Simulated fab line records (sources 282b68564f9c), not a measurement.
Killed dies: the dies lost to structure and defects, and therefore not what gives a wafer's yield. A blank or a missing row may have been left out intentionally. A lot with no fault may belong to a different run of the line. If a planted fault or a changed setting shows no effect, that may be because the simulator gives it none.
fab line records ; flow ritCmos
[record] lots = 14; wafers = 42; lastDay = 8
route steps=202 shown M1@184
lots that met no fault: from a run of the same line without faults
startH: the number of hours between the record's first day and the start of the first shown wafer of the lot ; waitH: hours since the lot's step before ; " same as the row above ; L1.1+2: a row that stands for several wafers ; - value missing, or start not given ; * or withheld: withheld ; < > ~ a bound
route shown NAME@n: NAME is a module with steps in the file, n the number in the route of the first one ; usual: mean/standard deviation of fault-free wafers ; same: alike in all rows ; chamber/n: place in a boat ; sites: readings site by site ; _std_site: standard deviation across them ; _edge_site: mean of outer sites minus mean of inner sites ; radiusMm: for every site, how far away it sits from the centre of the wafer ; mask NAME#n: copy n ; behind: the last tool/chamber to shape the wafer ; hold: reason for holding the lot/hours on hold/outcome of the hold ; device: whichever transistor did not switch (one of n, p or np) ; end of line: the tests these same wafers got at the end of their route ; a step with no rows: only its recipe ; killed: dies lost to structure and defects at the first sort, not the wafer's yield ; map: the dies of a wafer, with x for killed, . for not killed, _ for no die there
set.NAME: the run value of the setting; set.NAME@STEP: its run value at that earlier step ; model.NAME: the simulator's own value behind a step, which no gauge read
one table for each step of the route and one row for each wafer, over a sample of lots
services: from which hour (startH, from the record's first day; less than 0 if before it) a tool's chamber was out of use, for how many hours, and why
[[steps]]
[step RIT_M1_SPUTTER_00]
[recipe] material = Al; targetThkNm = 400; powerW = 2000; chamberPressurePa = 0.4; gas = Ar; timeS = 500; substrateTempC = 25
[usual] throttleValvePct = 30.2/1.1
lot.wafer;tool;chamber;startH;waitH;throttleValvePct
L206.1;pvdSputter-04;-;63.92;0.0;31.3
L206.4;pvdSputter-04;-;63.92;0.0;29.7
L206.6;pvdSputter-04;-;63.92;0.0;28.8
L207.2;pvdSputter-01;-;64.41;0.0;29.5
L207.3;pvdSputter-01;-;64.41;0.0;29.1
L207.5;pvdSputter-01;-;64.41;0.0;28.9
L208.2;pvdSputter-03;-;66.14;0.0;28.8
L208.4;pvdSputter-03;-;66.14;0.0;30.7
L208.5;pvdSputter-03;-;66.14;0.0;30.2
L209.2;pvdSputter-04;-;77.02;0.0;28.5
L209.4;pvdSputter-04;-;77.02;0.0;30.8
L209.6;pvdSputter-04;-;77.02;0.0;29.9
L211.1;pvdSputter-04;-;83.87;0.0;29.8
L211.3;pvdSputter-04;-;83.87;0.0;31.2
L211.6;pvdSputter-04;-;83.87;0.0;30.0
L213.1;pvdSputter-04;-;93.49;0.0;30.6
L213.2;pvdSputter-04;-;93.49;0.0;31.5
L213.6;pvdSputter-04;-;93.49;0.0;31.8
L215.1;pvdSputter-04;-;105.16;0.0;31.4
L215.3;pvdSputter-04;-;105.16;0.0;28.9
L215.4;pvdSputter-04;-;105.16;0.0;30.6
L216.3;pvdSputter-03;-;109.05;0.0;28.8
L216.4;pvdSputter-03;-;109.05;0.0;30.3
L216.6;pvdSputter-03;-;109.05;0.0;30.2
L217.2;pvdSputter-04;-;109.58;0.0;31.0
L217.4;pvdSputter-04;-;109.58;0.0;28.7
L217.6;pvdSputter-04;-;109.58;0.0;28.8
L222.1;pvdSputter-03;-;141.39;0.0;29.0
L222.2;pvdSputter-03;-;141.39;0.0;30.8
L222.3;pvdSputter-03;-;141.39;0.0;29.2
L224.2;pvdSputter-03;-;162.35;0.0;28.9
L224.3;pvdSputter-03;-;162.35;0.0;30.2
L224.6;pvdSputter-03;-;162.35;0.0;31.1
L227.3;pvdSputter-01;-;176.16;0.0;32.2
L227.4;pvdSputter-01;-;176.16;0.0;31.0
L227.6;pvdSputter-01;-;176.16;0.0;29.5
L228.2;pvdSputter-01;-;184.76;0.0;30.7
L228.3;pvdSputter-01;-;184.76;0.0;29.2
L228.6;pvdSputter-01;-;184.76;0.0;31.1
L229.2;pvdSputter-04;-;191.07;0.0;30.7
L229.3;pvdSputter-04;-;191.07;0.0;28.7
L229.5;pvdSputter-04;-;191.07;0.0;29.7
[step RIT_M1_RS_MEAS_01]
[recipe] thkMeasGauge = four-point-probe; reads = Al_of_M1_SPUTTER_00
[usual] M1_AL_RS = 0.0735/0.00083
lot.wafer;tool;chamber;startH;waitH;M1_AL_RS[ohm/sq]
L206.1;filmMetro-04;-;64.22;0.1;0.0729
L206.4;filmMetro-04;-;64.22;0.1;0.0732
L206.6;filmMetro-04;-;64.22;0.1;0.0722
L207.2;filmMetro-04;-;64.72;0.2;0.0752
L207.3;filmMetro-04;-;64.72;0.2;0.0746
L207.5;filmMetro-04;-;64.72;0.2;0.0746
L208.2;filmMetro-02;-;66.46;0.2;0.0730
L208.4;filmMetro-02;-;66.46;0.2;0.0738
L208.5;filmMetro-02;-;66.46;0.2;0.0733
L209.2;filmMetro-02;-;77.33;0.2;0.0732
L209.4;filmMetro-02;-;77.33;0.2;0.0739
L209.6;filmMetro-02;-;77.33;0.2;0.0724
L211.1;filmMetro-03;-;84.17;0.1;0.0736
L211.3;filmMetro-03;-;84.17;0.1;0.0738
L211.6;filmMetro-03;-;84.17;0.1;0.0736
L213.1;filmMetro-03;-;93.78;0.1;0.0738
L213.2;filmMetro-03;-;93.78;0.1;0.0740
L213.6;filmMetro-03;-;93.78;0.1;0.0740
L215.1;filmMetro-04;-;105.46;0.1;0.0741
L215.3;filmMetro-04;-;105.46;0.1;0.0730
L215.4;filmMetro-04;-;105.46;0.1;0.0734
L216.3;filmMetro-03;-;109.39;0.2;0.0730
L216.4;filmMetro-03;-;109.39;0.2;0.0735
L216.6;filmMetro-03;-;109.39;0.2;0.0733
L217.2;filmMetro-04;-;109.92;0.2;0.0724
L217.4;filmMetro-04;-;109.92;0.2;0.0725
L217.6;filmMetro-04;-;109.92;0.2;0.0728
L222.1;filmMetro-03;-;141.68;0.1;0.0747
L222.2;filmMetro-03;-;141.68;0.1;0.0749
L222.3;filmMetro-03;-;141.68;0.1;0.0817
L224.2;filmMetro-04;-;162.67;0.2;0.0810
L224.3;filmMetro-04;-;162.67;0.2;0.0732
L224.6;filmMetro-04;-;162.67;0.2;0.0750
L227.3;filmMetro-03;-;176.49;0.2;0.0741
L227.4;filmMetro-03;-;176.49;0.2;0.0737
L227.6;filmMetro-03;-;176.49;0.2;0.0738
L228.2;filmMetro-03;-;185.07;0.2;0.0739
L228.3;filmMetro-03;-;185.07;0.2;0.0734
L228.6;filmMetro-03;-;185.07;0.2;0.0737
L229.2;filmMetro-04;-;191.39;0.2;0.0726
L229.3;filmMetro-04;-;191.39;0.2;0.0728
L229.5;filmMetro-04;-;191.39;0.2;0.0721
[step RIT_M1_THK_MEAS_02]
[recipe] thkMeasGauge = xrf; reads = Al_of_M1_SPUTTER_00
[usual] M1_AL_THK = 400/4.7
lot.wafer;tool;chamber;startH;waitH;M1_AL_THK[nm]
L206.1;filmMetro-04;-;64.34;0.1;404
L206.4;filmMetro-04;-;64.34;0.1;401
L206.6;filmMetro-04;-;64.34;0.1;406
L207.2;filmMetro-04;-;64.83;0.1;392
L207.3;filmMetro-04;-;64.83;0.1;393
L207.5;filmMetro-04;-;64.83;0.1;395
L208.2;filmMetro-02;-;66.57;0.1;401
L208.4;filmMetro-02;-;66.57;0.1;395
L208.5;filmMetro-02;-;66.57;0.1;397
L209.2;filmMetro-02;-;77.44;0.1;399
L209.4;filmMetro-02;-;77.44;0.1;396
L209.6;filmMetro-02;-;77.44;0.1;405
L211.1;filmMetro-03;-;84.29;0.1;399
L211.3;filmMetro-03;-;84.29;0.1;398
L211.6;filmMetro-03;-;84.29;0.1;399
L213.1;filmMetro-03;-;93.90;0.1;396
L213.2;filmMetro-03;-;93.90;0.1;397
L213.6;filmMetro-03;-;93.90;0.1;396
L215.1;filmMetro-04;-;105.58;0.1;398
L215.3;filmMetro-04;-;105.58;0.1;402
L215.4;filmMetro-04;-;105.58;0.1;400
L216.3;filmMetro-03;-;109.49;0.1;401
L216.4;filmMetro-03;-;109.49;0.1;399
L216.6;filmMetro-03;-;109.49;0.1;401
L217.2;filmMetro-04;-;110.03;0.1;406
L217.4;filmMetro-04;-;110.03;0.1;403
L217.6;filmMetro-04;-;110.03;0.1;406
L222.1;filmMetro-03;-;141.80;0.1;396
L222.2;filmMetro-03;-;141.80;0.1;392
L222.3;filmMetro-03;-;141.80;0.1;359
L224.2;filmMetro-04;-;162.78;0.1;365
L224.3;filmMetro-04;-;162.78;0.1;402
L224.6;filmMetro-04;-;162.78;0.1;395
L227.3;filmMetro-03;-;176.59;0.1;394
L227.4;filmMetro-03;-;176.59;0.1;400
L227.6;filmMetro-03;-;176.59;0.1;398
L228.2;filmMetro-03;-;185.18;0.1;398
L228.3;filmMetro-03;-;185.18;0.1;398
L228.6;filmMetro-03;-;185.18;0.1;397
L229.2;filmMetro-04;-;191.50;0.1;408
L229.3;filmMetro-04;-;191.50;0.1;406
L229.5;filmMetro-04;-;191.50;0.1;408
[step RIT_M1_METAL_ETCH_12]
[recipe] stopOn = SiO2; chemistry = Cl2/BCl3; target = Al; timeS = 165; overEtchFrac = 0.5; pressureMtorr = 100; targetDepthA = 6000; rfW = 250; Cl2_flow_sccm = 60; bcl3FlowSccm = 50
[usual] drypumpMotorCurrentA = 5.71/0.26; oesProductAu = 0.781/0.011; throttleValvePct = 8.26/0.13
lot.wafer;tool;chamber;startH;waitH;drypumpMotorCurrentA;oesProductAu;rfHoursCounterH;throttleValvePct
L206.1;rieMetal-02;1;65.97;0.2;6.04;0.783;2.5;8.08
L206.4;rieMetal-02;1;65.97;0.2;6.06;0.780;-;8.07
L206.6;rieMetal-02;0;65.97;0.2;5.38;0.778;-;8.38
L207.2;rieMetal-03;0;66.32;0.2;5.19;0.763;0.6;8.43
L207.3;rieMetal-03;0;66.32;0.2;5.18;0.772;-;8.44
L207.5;rieMetal-03;1;66.32;0.2;5.83;0.786;-;8.33
L208.2;rieMetal-01;0;67.90;0.2;5.86;0.793;4.1;8.27
L208.4;rieMetal-01;1;67.90;0.2;5.63;0.783;-;8.12
L208.5;rieMetal-01;1;67.90;0.2;5.61;0.788;-;8.09
L209.2;rieMetal-02;1;78.78;0.2;6.05;0.788;2.7;8.07
L209.4;rieMetal-02;0;78.78;0.2;5.41;0.755;-;8.41
L209.6;rieMetal-02;0;78.78;0.2;5.37;0.773;-;8.40
L211.1;rieMetal-01;1;85.76;0.2;5.62;0.786;4.3;8.11
L211.3;rieMetal-01;0;85.76;0.2;5.85;0.787;-;8.26
L211.6;rieMetal-01;1;85.76;0.2;5.60;0.795;-;8.11
L213.1;rieMetal-03;1;95.53;0.2;5.82;0.791;0.9;8.31
L213.2;rieMetal-03;0;95.53;0.2;5.20;0.769;0.9;8.44
L213.6;rieMetal-03;0;95.53;0.2;5.17;0.774;-;8.43
L215.1;rieMetal-02;1;106.92;0.2;6.05;0.777;3.1;8.09
L215.3;rieMetal-02;0;106.92;0.2;5.39;0.771;-;8.40
L215.4;rieMetal-02;1;106.92;0.2;6.05;0.782;-;8.07
L216.3;rieMetal-03;0;110.99;0.2;5.20;0.775;-;8.44
L216.4;rieMetal-03;1;110.99;0.2;5.82;0.792;-;8.35
L216.6;rieMetal-03;1;110.99;0.2;5.82;0.786;-;8.34
L217.2;rieMetal-01;1;111.37;0.2;5.59;0.793;4.7;8.11
L217.4;rieMetal-01;1;111.37;0.2;5.60;0.792;-;8.10
L217.6;rieMetal-01;0;111.37;0.2;5.85;0.797;-;8.25
L222.1;rieMetal-03;1;143.15;0.2;5.81;0.784;1.6;8.32
L222.2;rieMetal-03;1;143.15;0.2;5.82;0.784;-;8.34
L222.3;rieMetal-03;1;143.15;0.2;5.82;0.734;-;8.34
L224.2;rieMetal-02;0;164.11;0.2;5.37;0.723;3.6;8.39
L224.3;rieMetal-02;0;164.11;0.2;5.39;0.769;-;8.39
L224.6;rieMetal-02;0;164.11;0.2;5.40;0.756;-;8.38
L227.3;rieMetal-01;1;177.97;0.2;5.61;0.784;-;8.12
L227.4;rieMetal-01;0;177.97;0.2;5.87;0.789;-;8.26
L227.6;rieMetal-01;0;177.97;0.2;5.85;0.784;-;8.25
L228.2;rieMetal-03;1;186.78;0.2;5.85;0.789;-;8.33
L228.3;rieMetal-03;1;186.78;0.2;5.79;0.784;-;8.34
L228.6;rieMetal-03;1;186.78;0.2;5.81;0.788;-;8.33
L229.2;rieMetal-01;0;192.84;0.2;5.85;0.792;5.6;8.24
L229.3;rieMetal-01;1;192.84;0.2;5.59;0.790;-;8.10
L229.5;rieMetal-01;0;192.84;0.2;5.86;0.803;-;8.27
[step RIT_M1_PROBE_99]
[usual] defectLimitedYield = 97.5/1; killedAtContacts = 0.0/0.22; killedAtFrontEnd = 6.6/2.7; killedDies = 6.7/2.7; killedOpen = 3.4/2; killedShort = 3.2/1.8; sort_bin_3_pad_short = 0.1/0.23; sort_bin_5_function = 1.4/0.68; sort_bin_6_memory = 1.0/0.62; sortNPass = 257.3/2.7; sortYieldPct = 97.5/1
[same] grossDies = 264; killed_at_M0_to_M3 = 0; killed_at_M4_up = 0; killedAtBackSide = 0; killedAtOther = 0
lot.wafer;tool;chamber;startH;waitH;defectLimitedYield[%];killedAtContacts;killedAtFrontEnd;killedDies;killedOpen;killedShort;sort_bin_3_pad_short[%];sort_bin_5_function[%];sort_bin_6_memory[%];sortNPass;sortYieldPct[%]
L206.1;prober-02;-;68.24;0.1;97.3;0;7;7;2;5;0;2.3;0.4;257.0;97.3
L206.4;prober-02;-;68.39;0.2;97.7;0;6;6;1;5;0.4;0.8;1.1;258.0;97.7
L206.6;prober-02;-;68.49;0.2;98.1;0;5;5;4;1;0.4;1.1;0.4;259.0;98.1
L208.2;prober-02;-;71.29;0.1;96.6;0;9;9;5;4;0;2.3;1.1;255.0;96.6
L208.4;prober-02;-;71.39;0.2;96.2;0;10;10;5;5;0.8;2.3;0.8;254.0;96.2
L208.5;prober-02;-;71.44;0.2;97.3;0;7;7;6;1;0;1.9;0.8;257.0;97.3
L209.2;prober-01;-;81.08;0.1;97.3;0;7;7;4;3;0;1.9;0.8;257.0;97.3
L209.4;prober-01;-;81.18;0.2;97.0;0;8;8;4;4;0.4;1.5;1.1;256.0;97.0
L209.6;prober-01;-;81.28;0.2;97.7;0;6;6;5;1;0;1.1;1.1;258.0;97.7
L215.1;prober-01;-;109.26;0.1;98.5;0;4;4;1;3;0;0.8;0.8;260.0;98.5
L215.3;prober-01;-;109.36;0.2;96.6;0;9;9;5;4;0;2.3;1.1;255.0;96.6
L215.4;prober-01;-;109.41;0.2;96.6;0;9;9;4;5;0;1.5;1.9;255.0;96.6
L217.2;prober-01;-;114.76;0.1;98.1;0;5;5;3;2;0.4;1.1;0.4;259.0;98.1
L217.4;prober-01;-;114.86;0.2;95.8;0;11;11;5;6;0;2.7;1.5;253.0;95.8
L217.6;prober-01;-;114.96;0.2;96.2;0;10;10;5;5;0.8;1.9;1.1;254.0;96.2
L222.1;prober-02;-;146.66;0.1;98.9;0;3;3;0;3;0.4;0.8;0;261.0;98.9
L222.2;prober-02;-;146.71;0.1;98.1;0;5;5;4;1;0;1.1;0.8;259.0;98.1
L222.3;prober-02;-;146.76;0.2;97.0;0;8;8;2;6;0.8;0;2.3;256.0;97.0
// killed by level:class
L206.1 SPACER:geometricParticle:short=3 GATE:geometricParticle:open=1 GATE:geometricParticle:short=1 REOX:geometricParticle:short=1 SPACER:geometricParticle:open=1
L206.4 FOX2:geometricParticle:short=2 GATE:geometricParticle:short=2 GATE:geometricParticle:open=1 SPACER:geometricParticle:short=1
L206.6 GATE:geometricParticle:open=2 FOX2:geometricParticle:open=1 GATE:geometricParticle:short=1 REOX:geometricParticle:open=1
L208.2 REOX:geometricParticle:open=5 FOX2:geometricParticle:short=2 FOX1:geometricParticle:short=1 GATE:geometricParticle:short=1
L208.4 GATE:geometricParticle:short=3 REOX:geometricParticle:open=2 FOX1:geometricParticle:short=1 FOX2:geometricParticle:short=1 FOX2:geometricParticle:open=1 SPACER:geometricParticle:open=1 SILICIDE:geometricParticle:open=1
L208.5 REOX:geometricParticle:open=3 SILICIDE:geometricParticle:open=2 FOX1:geometricParticle:open=1 GATE:geometricParticle:short=1
L209.2 FOX1:geometricParticle:open=1 FOX2:geometricParticle:short=1 GATE:geometricParticle:short=1 GATE:geometricParticle:open=1 REOX:geometricParticle:open=1 SPACER:geometricParticle:short=1 SILICIDE:geometricParticle:open=1
L209.4 FOX1:geometricParticle:open=2 FOX1:geometricParticle:short=2 GATE:geometricParticle:open=2 GATE:geometricParticle:short=1 REOX:geometricParticle:short=1
L209.6 FOX1:geometricParticle:open=2 GATE:geometricParticle:open=2 REOX:geometricParticle:short=1 SPACER:geometricParticle:open=1
L215.1 GATE:geometricParticle:short=2 GATE:geometricParticle:open=1 REOX:geometricParticle:short=1
L215.3 GATE:geometricParticle:open=3 SPACER:geometricParticle:short=3 FOX1:geometricParticle:short=1 FOX2:geometricParticle:open=1 SPACER:geometricParticle:open=1
L215.4 GATE:geometricParticle:open=3 GATE:geometricParticle:short=3 SPACER:geometricParticle:short=2 REOX:geometricParticle:open=1
L217.2 GATE:geometricParticle:open=2 GATE:geometricParticle:short=1 SPACER:geometricParticle:short=1 SILICIDE:geometricParticle:open=1
L217.4 GATE:geometricParticle:short=2 GATE:geometricParticle:open=2 SPACER:geometricParticle:short=2 SILICIDE:geometricParticle:short=2 SILICIDE:geometricParticle:open=2 SPACER:geometricParticle:open=1
L217.6 GATE:geometricParticle:open=4 GATE:geometricParticle:short=2 SILICIDE:geometricParticle:short=2 FOX1:geometricParticle:short=1 REOX:geometricParticle:open=1
L222.1 FOX1:geometricParticle:short=1 FOX2:geometricParticle:short=1 GATE:geometricParticle:short=1
L222.2 FOX1:geometricParticle:open=2 FOX2:geometricParticle:open=1 SPACER:geometricParticle:open=1 SILICIDE:geometricParticle:short=1
L222.3 GATE:geometricParticle:short=2 GATE:geometricParticle:open=2 SILICIDE:geometricParticle:short=2 FOX1:geometricParticle:short=1 FOX2:geometricParticle:short=1
[[services]]
tool;chamber;startH;hours;kind
pvdSputter-03;-;41.38;1.9;repair
pvdSputter-01;-;54.47;1.4;repair
rieMetal-01;-;90.10;0.4;repair
pvdSputter-03;-;117.07;1.3;repair
pvdSputter-01;-;125.82;12.2;repair
rieMetal-02;-;125.88;1.9;repair
pvdSputter-01;-;145.75;1.8;repair
rieMetal-01;1;153.16;5.3;repair
rieMetal-01;-;166.61;0.3;repair
[[key]]
[firstSign] step = RIT_M1_RS_MEAS_01; reading = M1_AL_RS; direction = up; sigmas = 9.6; usual = 0.0735; struck = 0.0814
[effect] step = RIT_M1_THK_MEAS_02; reading = M1_AL_THK; direction = down; sigmas = 8.1; usual = 400; struck = 362
[effect] step = RIT_M1_METAL_ETCH_12; reading = oesProductAu; direction = down; sigmas = 4.9; usual = 0.781; struck = 0.728
metAt RIT_M1_SPUTTER_00
struckLots L222,L224
struckWafers L222.3,L224.2
onsetBetween 66.14 141.39
[fault] kind = processParameterDrift; tool = pvdSputter-03; chamber = -; onsetH = 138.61; steps = RIT_M1_SPUTTER_00; channel = targetThkNm; offset = -35.561; shape = step; endH = 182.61; actsIn = theseRecipesOnly; stated = 400; scope = struckWafersOnly
